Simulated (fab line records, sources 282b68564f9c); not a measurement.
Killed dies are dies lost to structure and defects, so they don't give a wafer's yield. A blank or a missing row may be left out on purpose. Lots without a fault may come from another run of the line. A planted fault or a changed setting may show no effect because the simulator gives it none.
A struck lot beside a sound one | flow rit_cmos | 28 steps out of a route of 202
Sound: wafers L154.3, L154.4, L154.5. Struck: wafers L174.2, L174.5, L174.6. The cause comes at the end.
At each step with rows: each side's tool, then ch and its chambers, then its first start. Under that, the readings that differ: sound wafers | struck wafers | difference of the means | sigmas: that difference in standard deviations of wafers without a fault.
alike: readings whose means differ by less than 2 such deviations, and words and numbers that are the same on both sides. not compared: withheld readings, readings that some wafer has no value for, bounds like >300 that may hide the same value, and numbers for which the record gives no deviation and whose values overlap.
The two part at a step that has a row with sigmas, a row that says differs or no value, or rows on one side only. Numbers that don't overlap but have no deviation are shown without sigmas and don't part them. A reading that every wafer of one side lacks parts them only if that side has two wafers or more.

RIT_ACTIVE_BOW_MEAS_00:
  sound on film_metro-03, day 1 10:02; struck on film_metro-03, day 5 14:01
  alike: INCOMING_BOW
RIT_ACTIVE_OXIDATION_01: target thk 46.8 nm, ox time 3360 s.
  sound on furnace-03 ch 0, day 1 10:22; struck on furnace-03 ch 0, day 5 16:43
  reading                                       | sound             | struck            | difference | sigmas
  model.SiO2_of_ACTIVE_OXIDATION_01.thk_nm (nm) | 48.25 49.11 48.98 | 72.08 72.76 72.45 | +23.65     |
  alike: zone_power_centre_pct
RIT_ACTIVE_THK_MEAS_02:
  sound on film_metro-04, day 1 12:19; struck on film_metro-01, day 5 18:39
  reading               | sound          | struck         | difference | sigmas
  ACTIVE_OXIDE_THK (nm) | 48.3 49.1 49.0 | 72.0 72.7 72.4 | +23.6      | +24
then, 1 step without rows for these wafers: RIT_ACTIVE_CVD_03 (deposits Si3N4 from SiH2Cl2/NH3, target thk 150 nm, time 1500 s).
RIT_ACTIVE_THK_MEAS_04:
  sound on film_metro-01, day 1 14:59; struck on film_metro-03, day 5 20:16
  alike: ACTIVE_NITRIDE_THK
then, 6 steps without rows for these wafers: RIT_ACTIVE_HMDS_05 (prime time 60 s); RIT_ACTIVE_COAT_06 (resist thk 1000 nm); RIT_ACTIVE_SOFTBAKE_07 (time 60 s); RIT_ACTIVE_EXPOSE_08 (exposes mask M1, target cd 1400 nm); RIT_ACTIVE_PEB_09; RIT_ACTIVE_DEVELOP_10 (develop time 50 s).
RIT_ACTIVE_CD_MEAS_11: target cd 1400 nm.
  sound on cd_sem-02, day 1 16:02; struck on cd_sem-02, day 5 21:19
  alike: cd_nm
then, 1 step without rows for these wafers: RIT_ACTIVE_HARDBAKE_12 (time 60 s).
RIT_ACTIVE_ETCH_13: etches Si3N4 in SF6, stops on SiO2, time 210 s, target depth 210 nm.
  sound on rie_diel-01 ch 0,1,2, day 1 16:16; struck on rie_diel-04 ch 1,2,3, day 5 21:34
  alike: drypump_motor_current_A, oes_product_au, throttle_valve_pct
  not compared: rf_hours_counter_h
RIT_ACTIVE_STRIP_14: strips in O2, time 180 s.
  sound on plasma_asher-03 ch 0,1, day 1 16:28; struck on plasma_asher-01 ch 0,1, day 5 21:42
  reading                     | sound          | struck         | difference | sigmas
  drypump_motor_current_A (A) | 6.02 5.94 5.94 | 5.54 4.96 5.56 | -0.61      | -2
  not compared: rf_hours_counter_h
RIT_ACTIVE_CD_MEAS_90: target cd 1400 nm.
  sound on cd_sem-01, day 1 16:37; struck on cd_sem-02, day 5 21:54
  alike: cd_nm
then, 4 steps without rows for these wafers: RIT_ACTIVE_CLEAN_15 (cleans in SC1, time 600 s); RIT_ACTIVE_CLEAN_16 (cleans in dHF, time 30 s); RIT_ACTIVE_CLEAN_17 (cleans in SC2, time 600 s); RIT_FOX1_OXIDATION_00 (target thk 350.7 nm, ox time 1130 s).
RIT_FOX1_THK_MEAS_01:
  sound on film_metro-02, day 1 22:48; struck on film_metro-02, day 5 23:42
  alike: FOX1_OXIDE_THK
then, 2 steps without rows for these wafers: RIT_FOX1_WET_ETCH_02 (etches SiO2 in BOE, target depth 350 nm, time 390 s); RIT_FOX2_OXIDATION_00 (target thk 350.7 nm, ox time 1130 s).
RIT_FOX2_THK_MEAS_01:
  sound on film_metro-02, day 2 03:08; struck on film_metro-02, day 6 01:11
  alike: FOX2_OXIDE_THK
then, 1 step without rows for these wafers: RIT_FOX2_CLEAN_02 (cleans in dHF, time 180 s).
RIT_FOX2_WET_ETCH_03: etches Si3N4 in H3PO4, target depth 195 nm, time 2700 s.
  sound on wet_bench-01 ch 1, day 2 03:13; struck on wet_bench-04 ch 2, day 6 01:19
  reading                                       | sound             | struck            | difference | sigmas
  model.SiO2_of_ACTIVE_OXIDATION_01.thk_nm (nm) | 42.24 43.63 42.33 | 64.15 64.81 63.65 | +21.47     |
RIT_FOX2_THK_MEAS_90:
  sound on film_metro-02, day 2 04:04; struck on film_metro-01, day 6 02:09
  alike: FIELD_OXIDE_LEFT_1_THK
RIT_M1_PROBE_99:
  sound on prober-01, day 3 19:55; struck on prober-02, day 7 23:07
  alike: killed_at_M0_to_M3, killed_at_contacts, killed_at_front_end, killed_dies, killed_on_rim, killed_open, killed_short

WHERE THEY PART
First at RIT_ACTIVE_THK_MEAS_02; last, within this record, at RIT_ACTIVE_STRIP_14. Later steps at which nothing parts them and some readings are alike: RIT_ACTIVE_CD_MEAS_90, RIT_FOX1_THK_MEAS_01, RIT_FOX2_THK_MEAS_01, RIT_FOX2_THK_MEAS_90, RIT_M1_PROBE_99.

WHY: what the simulator had put in
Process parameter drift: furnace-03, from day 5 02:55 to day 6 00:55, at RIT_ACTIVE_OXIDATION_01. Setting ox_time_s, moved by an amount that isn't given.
